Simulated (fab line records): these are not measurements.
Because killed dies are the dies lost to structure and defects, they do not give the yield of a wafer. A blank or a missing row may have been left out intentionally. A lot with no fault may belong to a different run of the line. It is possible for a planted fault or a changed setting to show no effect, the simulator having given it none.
fab line records ; flow berkeleyCmos170
[record] lots = 5; wafers = 15; lastDay = 11
route steps=331 shown V2@294 M3@309
lots that met no fault: from a run of the same line without faults
startH: start of the lot's first displayed wafer, in hours after the record's first day ; waitH: time in hours since the lot's previous step ; " unchanged from the row above ; L1.1+2: one row covering several wafers at once ; - no value, or no start given ; * or withheld: withheld ; < > ~ a bound
route shown NAME@n: a module of which the file shows steps, and the number in the route of the first ; usual: mean and standard deviation over wafers with no fault ; same: alike in all rows ; chamber/n: place in a boat ; sites: each site's reading ; _std_site: how widely they spread, as a standard deviation ; _edge_site: inner sites' mean taken away from outer sites' mean ; radiusMm: how far each site lies from the wafer's centre ; mask NAME#n: copy n ; behind: the tool/chamber that last shaped the wafer ; hold: why the lot was held/for how many hours/how that ended ; device: names the non-switching transistor (n, p or np) ; end of line: tests run on the same wafers once the route is complete ; step lacking rows: just its recipe ; killed: not the wafer's yield, but the dies lost to structure and defects at the first sort ; map: a wafer's dies, x killed, . not, _ none there
set.NAME: the setting the step ran with; set.NAME@STEP: the setting that earlier step ran with ; model.NAME: the simulator's own value behind a step, which no gauge read
lots at some steps of the route; a table a step, a row a wafer
services: when a tool's chamber went out of use (startH, in hours from the record's first day, below 0 if earlier), for how many hours, and the reason
[[steps]]
[step UCB170_V2_CMP_02]
[recipe] material = SiO2; downForcePsi = 6; platenRpm = 60; padVelocityMS = 0.75398
[usual] headPressurePsi = 6.002/0.012; motorCurrentA = 16.5/1.4
lot.wafer;tool;chamber;startH;waitH;headPressurePsi;motorCurrentA
L512.3;cmp-01;2;177.39;0.0;6.014;17.0
L512.4;cmp-01;1;177.39;0.0;6.013;16.2
L512.5;cmp-01;2;177.39;0.0;6.009;17.3
L516.2;cmp-02;2;188.89;0.1;5.995;14.1
L516.3;cmp-02;0;188.89;0.1;5.986;16.9
L516.6;cmp-02;1;188.89;0.1;5.993;17.7
L523.2;cmp-02;3;221.08;0.1;6.001;15.6
L523.1;cmp-02;0;221.08;0.1;5.999;17.4
L523.5;cmp-02;1;221.08;0.1;6.023;17.7
L524.3;cmp-01;2;237.56;0.1;6.001;16.8
L524.1;cmp-01;3;237.56;0.1;5.994;16.9
L524.5;cmp-01;1;237.56;0.1;6.003;16.4
L529.3;cmp-01;1;258.49;0.1;6.016;15.6
L529.1;cmp-01;3;258.49;0.1;6.018;16.9
L529.5;cmp-01;0;258.49;0.1;6.018;16.5
[step UCB170_V2_BOW_MEAS_03]
[recipe] mode = bow
[usual] V2_BOW = 37/6.7
lot.wafer;tool;chamber;startH;waitH;V2_BOW[um]
L512.3;filmMetro-02;-;177.73;0.3;37
L512.4;filmMetro-02;-;177.73;0.3;38
L512.5;filmMetro-02;-;177.73;0.3;41
L516.2;filmMetro-04;-;189.16;0.2;49
L516.3;filmMetro-04;-;189.16;0.2;42
L516.6;filmMetro-04;-;189.16;0.2;42
L523.1;filmMetro-03;-;221.28;0.1;39
L523.2;filmMetro-03;-;221.28;0.1;40
L523.5;filmMetro-03;-;221.28;0.1;31
L524.1;filmMetro-02;-;237.81;0.1;41
L524.3;filmMetro-02;-;237.81;0.1;39
L524.5;filmMetro-02;-;237.81;0.1;30
L529.1;filmMetro-03;-;258.74;0.1;37
L529.3;filmMetro-03;-;258.74;0.1;43
L529.5;filmMetro-03;-;258.74;0.1;40
[step UCB170_V2_THK_MEAS_04]
[recipe] reads = SiO2_of_V2_CVD_00
[usual] V2_POLISHED_THK = 1000.5/0.86
lot.wafer;tool;chamber;startH;waitH;V2_POLISHED_THK[nm]
L512.3;filmMetro-02;-;177.83;0.1;1000.2
L512.4;filmMetro-02;-;177.83;0.1;1001.0
L512.5;filmMetro-02;-;177.83;0.1;1000.4
L516.2;filmMetro-04;-;189.27;0.1;999.8
L516.3;filmMetro-04;-;189.27;0.1;1001.5
L516.6;filmMetro-04;-;189.27;0.1;999.1
L523.1;filmMetro-03;-;221.40;0.1;1000.7
L523.2;filmMetro-03;-;221.40;0.1;1000.7
L523.5;filmMetro-03;-;221.40;0.1;1000.7
L524.1;filmMetro-02;-;237.93;0.1;999.5
L524.3;filmMetro-02;-;237.93;0.1;998.8
L524.5;filmMetro-02;-;237.93;0.1;999.6
L529.1;filmMetro-03;-;258.86;0.1;1000.9
L529.3;filmMetro-03;-;258.86;0.1;1001.7
L529.5;filmMetro-03;-;258.86;0.1;1001.2
[step UCB170_V2_CLEAN_05]
[recipe] chemistry = DIW
[step UCB170_V2_HMDS_06]
[recipe] primeTimeS = 60; primeTempC = 100
[step UCB170_V2_COAT_07]
[recipe] resist = KrF; spinRpm = 1500; resistThkNm = 900
[step UCB170_V2_SOFTBAKE_08]
[recipe] resist = KrF; tempC = 130; timeS = 60
[step UCB170_V2_EXPOSE_09]
[recipe] maskId = VIA2; targetCdNm = 700; na = 0.5; sigmaOuter = 0.6; sourceShape = conventional; doseMj = 37
[step UCB170_V2_PEB_10]
[recipe] pebTempC = 130; pebTimeS = withheld; resist = KrF
[step UCB170_V2_DEVELOP_11]
[recipe] developer = TMAH; developTimeS = 45; resist = KrF; devTempC = 21
[step UCB170_V2_CD_MEAS_12]
[recipe] targetCdNm = 700
[usual] cdNm = 699.4/1.3
lot.wafer;tool;chamber;startH;waitH;cdNm
L512.3;cdSem-02;-;179.18;-;700.5
L512.4;cdSem-02;-;179.18;-;701.6
L512.5;cdSem-02;-;179.18;-;701.3
L516.2;cdSem-02;-;190.61;-;699.0
L516.3;cdSem-02;-;190.61;-;699.4
L516.6;cdSem-02;-;190.61;-;699.7
L523.1;cdSem-02;-;222.57;-;698.9
L523.2;cdSem-02;-;222.57;-;699.0
L523.5;cdSem-02;-;222.57;-;699.5
L524.1;cdSem-02;-;239.15;-;699.8
L524.3;cdSem-02;-;239.15;-;699.6
L524.5;cdSem-02;-;239.15;-;700.4
L529.1;cdSem-01;-;260.23;-;700.7
L529.3;cdSem-01;-;260.23;-;699.8
L529.5;cdSem-01;-;260.23;-;699.2
[step UCB170_V2_OVL_MEAS_13]
[usual] V2_OVL = -2/5
lot.wafer;tool;chamber;startH;waitH;V2_OVL[nm]
L512.3;overlay-02;-;179.27;0.1;-6
L512.4;overlay-02;-;179.27;0.1;-3
L512.5;overlay-02;-;179.27;0.1;-5
L516.2;overlay-01;-;190.72;0.1;-10
L516.3;overlay-01;-;190.72;0.1;-8
L516.6;overlay-01;-;190.72;0.1;-4
L523.1;overlay-02;-;222.69;0.1;-6
L523.2;overlay-02;-;222.69;0.1;-6
L523.5;overlay-02;-;222.69;0.1;7
L524.1;overlay-02;-;239.27;0.1;2
L524.3;overlay-02;-;239.27;0.1;0
L524.5;overlay-02;-;239.27;0.1;-5
L529.1;overlay-01;-;260.35;0.1;0
L529.3;overlay-01;-;260.35;0.1;-5
L529.5;overlay-01;-;260.35;0.1;-7
[step UCB170_V2_ETCH_14]
[recipe] chemistry = CHF3/CF4/Ar; target = SiO2; stopOn = Al; CHF3_flow_sccm = 45; cf4FlowSccm = 15; Ar_flow_sccm = 150; pressureMtorr = 200; rfW = 700; targetDepthA = 12500; overEtchFrac = 0.25; timeS = 291
[usual] chamberPressureMTorr = 199.97/0.2; drypumpMotorCurrentA = 5.6/0.48; oesProductAu = 0.871/0.013; rfFwdPowerW = 698.0/2; throttleValvePct = 6.97/0.077
lot.wafer;tool;chamber;startH;waitH;chamberPressureMTorr;drypumpMotorCurrentA;oesProductAu;rfFwdPowerW;rfHoursCounterH;throttleValvePct;model.KrF_of_V2_COAT_07.thkNm;model.V2.featureDepthNm;model.etch.depthNm
L512.3;rieDiel-03;2;179.29;0.0;199.83;5.7;0.866;699.5;114;7.01;614.2;1000;1000
L512.4;rieDiel-03;0;179.29;0.0;199.81;5.5;0.897;697.7;142;6.91;606.1;1000;1000
L512.5;rieDiel-03;0;179.29;0.0;199.88;5.5;0.893;698.0;-;6.94;612;1001;1001
L516.2;rieDiel-02;3;190.75;0.0;200.06;5.5;0.879;699.9;5;7.07;614.1;999.9;999.8
L516.3;rieDiel-02;0;190.75;0.0;199.78;5.3;0.870;699.5;56;6.96;612.2;1001;1001
L516.6;rieDiel-02;0;190.75;0.0;200.27;5.3;0.862;694.6;-;6.97;612.1;1000;999.9
L523.1;rieDiel-03;0;222.73;0.0;200.07;5.5;0.876;419.8;143;6.92;667.8;984.2;984.2
L523.2;rieDiel-03;2;222.73;0.0;200.05;5.7;0.878;699.4;116;7.00;613.1;1000;1000
L523.5;rieDiel-03;0;222.73;0.0;199.75;5.5;0.876;419.6;-;6.91;664.7;985.4;985.4
L524.1;rieDiel-02;1;239.31;0.0;199.93;6.0;0.857;700.0;139;6.81;612.6;999.4;999.4
L524.3;rieDiel-02;0;239.31;0.0;200.15;5.3;0.861;699.3;58;6.98;612;1000;999.9
L524.5;rieDiel-02;2;239.31;0.0;200.00;6.1;0.864;700.7;-;6.88;607.7;999.8;999.7
L529.1;rieDiel-02;0;260.39;0.0;199.86;5.3;0.870;701.0;59;6.98;606.2;1001;1001
L529.3;rieDiel-02;2;260.39;0.0;200.19;6.2;0.866;702.4;65;6.89;613.2;1002;1001
L529.5;rieDiel-02;2;260.39;0.0;199.86;6.2;0.870;699.0;-;6.89;610.4;1002;1002
[step UCB170_V2_STRIP_15]
[recipe] chemistry = O2; powerW = 400; pressureMtorr = 3500; platenTempC = withheld; o2FlowSccm = 400; overashFraction = 0.5
[usual] chamberPressureMTorr = 3500/3.3; drypumpMotorCurrentA = 5.7/0.57; oesProductAu = 0.722/0.0048; stripTimeToEndpointS = 15.35/0.095
lot.wafer;tool;chamber;startH;waitH;chamberPressureMTorr;drypumpMotorCurrentA;oesProductAu;rfHoursCounterH;stripTimeToEndpointS
L512.3;plasmaAsher-04;0;179.50;0.1;3505;6.6;0.728;-;15.41
L512.4;plasmaAsher-04;1;179.50;0.1;3499;5.9;0.716;-;15.22
L512.5;plasmaAsher-04;0;179.50;0.1;3499;6.6;0.727;-;15.37
L516.2;plasmaAsher-04;1;190.93;0.1;3504;5.8;0.721;48;15.41
L516.3;plasmaAsher-04;0;190.93;0.1;3502;6.5;0.721;-;15.37
L516.6;plasmaAsher-04;0;190.93;0.1;3499;6.6;0.728;-;15.37
L523.1;plasmaAsher-01;0;222.91;0.1;3499;5.0;0.719;50;16.63
L523.2;plasmaAsher-01;1;222.91;0.1;3499;5.1;0.730;50;15.37
L523.5;plasmaAsher-01;1;222.91;0.1;3505;5.1;0.726;-;16.56
L524.1;plasmaAsher-01;1;239.49;0.1;3500;5.1;0.713;51;15.38
L524.3;plasmaAsher-01;1;239.49;0.1;3499;5.1;0.717;-;15.35
L524.5;plasmaAsher-01;1;239.49;0.1;3497;5.1;0.723;-;15.26
L529.1;plasmaAsher-04;1;260.57;0.1;3499;5.9;0.711;55;15.21
L529.3;plasmaAsher-04;0;260.57;0.1;3506;6.6;0.716;-;15.39
L529.5;plasmaAsher-04;0;260.57;0.1;3508;6.6;0.713;-;15.33
[step UCB170_V2_CD_MEAS_90]
[recipe] targetCdNm = 700
[usual] cdNm = 699.5/1.3
lot.wafer;tool;chamber;startH;waitH;hold;cdNm
L512.3;cdSem-02;-;179.61;0.1;-;699.7
L512.4;cdSem-02;-;179.61;0.1;-;701.5
L512.5;cdSem-02;-;179.61;0.1;-;701.8
L516.2;cdSem-01;-;191.05;0.1;-;698.5
L516.3;cdSem-01;-;191.05;0.1;-;699.3
L516.6;cdSem-01;-;191.05;0.1;-;699.7
L523.1;cdSem-02;-;223.03;0.1;awaitDispo/0.2h/release;693.4
L523.2;cdSem-02;-;223.03;0.1;awaitDispo/0.2h/release;698.5
L523.5;cdSem-02;-;223.03;0.1;awaitDispo/0.2h/release;693.8
L523.1;cdSem-02;-;223.43;0.4;-;693.4
L523.2;cdSem-02;-;223.43;0.4;-;698.6
L523.5;cdSem-02;-;223.43;0.4;-;693.9
L524.1;cdSem-01;-;239.59;0.1;-;699.7
L524.3;cdSem-01;-;239.59;0.1;-;698.6
L524.5;cdSem-01;-;239.59;0.1;-;700.1
L529.1;cdSem-02;-;260.67;0.1;-;700.3
L529.3;cdSem-02;-;260.67;0.1;-;699.5
L529.5;cdSem-02;-;260.67;0.1;-;699.3
[step UCB170_M3_PRE_CLEAN_00]
[recipe] gas = Ar; precleanEtchTimeS = 60
[[services]]
tool;chamber;startH;hours;kind
cmp-01;-;171.33;3.5;repair
rieDiel-02;-;179.25;1.1;repair
cmp-01;-;197.83;0.3;repair
rieDiel-02;1;207.25;9.3;repair
rieDiel-03;0;212.82;9.5;repair
rieDiel-03;3;220.51;4.3;repair
rieDiel-03;0;224.81;-;clean
rieDiel-03;0;224.81;18.0;scheduledDown
rieDiel-03;0;224.81;18.0;ventCycle
cmp-01;-;232.00;4.0;pm
cmp-01;-;236.00;-;consumableReplace:conditioner
cmp-01;-;236.00;-;consumableReplace:pad
cmp-02;-;243.91;1.2;repair
rieDiel-02;1;245.64;-;clean
rieDiel-02;1;245.64;22.1;scheduledDown
rieDiel-02;1;245.64;22.1;ventCycle
cmp-02;-;259.36;1.1;repair
[[key]]
[firstSign] step = UCB170_V2_ETCH_14; reading = rfFwdPowerW; direction = down; sigmas = 99+; usual = 698.0; struck = 419.7
[effect] step = UCB170_V2_STRIP_15; reading = stripTimeToEndpointS; direction = up; sigmas = 13; usual = *; struck = *
[effect] step = UCB170_V2_CD_MEAS_90; reading = visit; direction = added
[modelEffect] step = UCB170_V2_ETCH_14; value = KrF_of_V2_COAT_07.thkNm; without = 603.1; struck = 666.2
metAt UCB170_V2_ETCH_14
struckWafers L523.1,L523.5
laterRowsLeftOut L523.1,L523.5
sortLeftOut L523.1,L523.5
onsetBetween 179.29 222.73
[fault] kind = processParameterDrift; tool = rieDiel-03; chamber = 0; onsetH = 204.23; steps = UCB170_V2_ETCH_14; channel = rfW; offset = -280; shape = step; endH = 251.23; actsIn = theseRecipesOnly; stated = 700
// sortLeftOut: the simulated sort isn't trusted on such a fault, so these wafers' sort isn't shown, and their yield isn't known
// laterRowsLeftOut: the simulator's readings of these wafers behind a module that went badly wrong aren't trusted and aren't shown, but for the sort
